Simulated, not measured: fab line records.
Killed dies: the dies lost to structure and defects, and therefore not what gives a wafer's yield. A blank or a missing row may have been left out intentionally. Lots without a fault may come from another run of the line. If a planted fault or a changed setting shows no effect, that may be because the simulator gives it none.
The same fault as seen by 2 desks ; flow berkeley-cmos170 ; every desk sees just its own numbers, and what lay behind them comes last

== THE TOOL OWNER'S DESK: rie-diel-02 ==
The tool's own readings at UCB170_NWELL_ETCH_13 (etches Si3N4 in CH3F/Ar/O2, stops on SiO2, target depth 246.4 nm, time 154 s): means of the sampled wafers that have a number, for each lot that ran on this tool. The brackets show how far a lot's mean lies from the usual mean; more than 4 standard deviations puts the lot out of limits, marked OUT.
Columns: A = drypump-motor-current-A at UCB170_NWELL_ETCH_13, usual 5.7 A; B = oes-product-au at UCB170_NWELL_ETCH_13, usual 0.946 a.u.; C = run-length-s at UCB170_NWELL_ETCH_13, usual 182.4 s; D = throttle-valve-pct at UCB170_NWELL_ETCH_13, usual 8.00 %
lot;first seen here;A;B;C;D
L131;day 2 06:01;5.9;0.938;182.7;8.11
L142;day 4 11:45;6.2;0.972;174.7 (-19) OUT;8.08
L144;day 5 01:40;5.5;0.972;174.3 (-20) OUT;8.13
This desk's verdict: out of limits on L142, L144, starting with L142 at day 4 11:45 (run-length-s at UCB170_NWELL_ETCH_13). In limits: L131.

== FROM THE METROLOGY DESK ==
What the gauges read, lot by lot, whatever tool the lot ran on: means of the sampled wafers that have a number. The brackets show how far a lot's mean lies from the usual mean; more than 4 standard deviations puts the lot out of limits, marked OUT.
Columns: A = NWELL_OXIDE_THK at UCB170_NWELL_THK_MEAS_02, usual 26.3 nm; B = NWELL_NITRIDE_THK at UCB170_NWELL_THK_MEAS_05, usual 224.3 nm; C = NWELL_OVL at UCB170_NWELL_OVL_MEAS_12, usual -4 nm
lot;first seen here;A;B;C
L131;day 1 22:59;26.1;223.0;-5
L137;day 3 08:12;26.6;222.3;-6
L142;day 4 05:05;26.7;227.0;-5
L144;day 4 16:35;26.2;224.5;-4
L150;day 5 19:04;25.2;222.9;-7
L151;day 6 03:52;26.3;224.6;-5
This desk's finding: nothing out of limits on any of the 6 lots.

== PUT TOGETHER ==
At day 4 11:45, on L142, L144, the tool owner's desk was in a position to raise an alarm.
Metrology desk: nothing out of limits seen.
The metrology desk holds a record of L142, L144, inside its limits.
The lots listed all ran UCB170_NWELL_ETCH_13 on rie-diel-02.

== WHAT THE SIMULATOR HAD PUT IN ==
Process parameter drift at UCB170_NWELL_ETCH_13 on rie-diel-02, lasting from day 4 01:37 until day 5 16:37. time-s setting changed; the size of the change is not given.
Lots struck among those shown: L142, L144.
Hours from the fault's start to each desk's first reading out of limits: the tool owner's desk, 10.
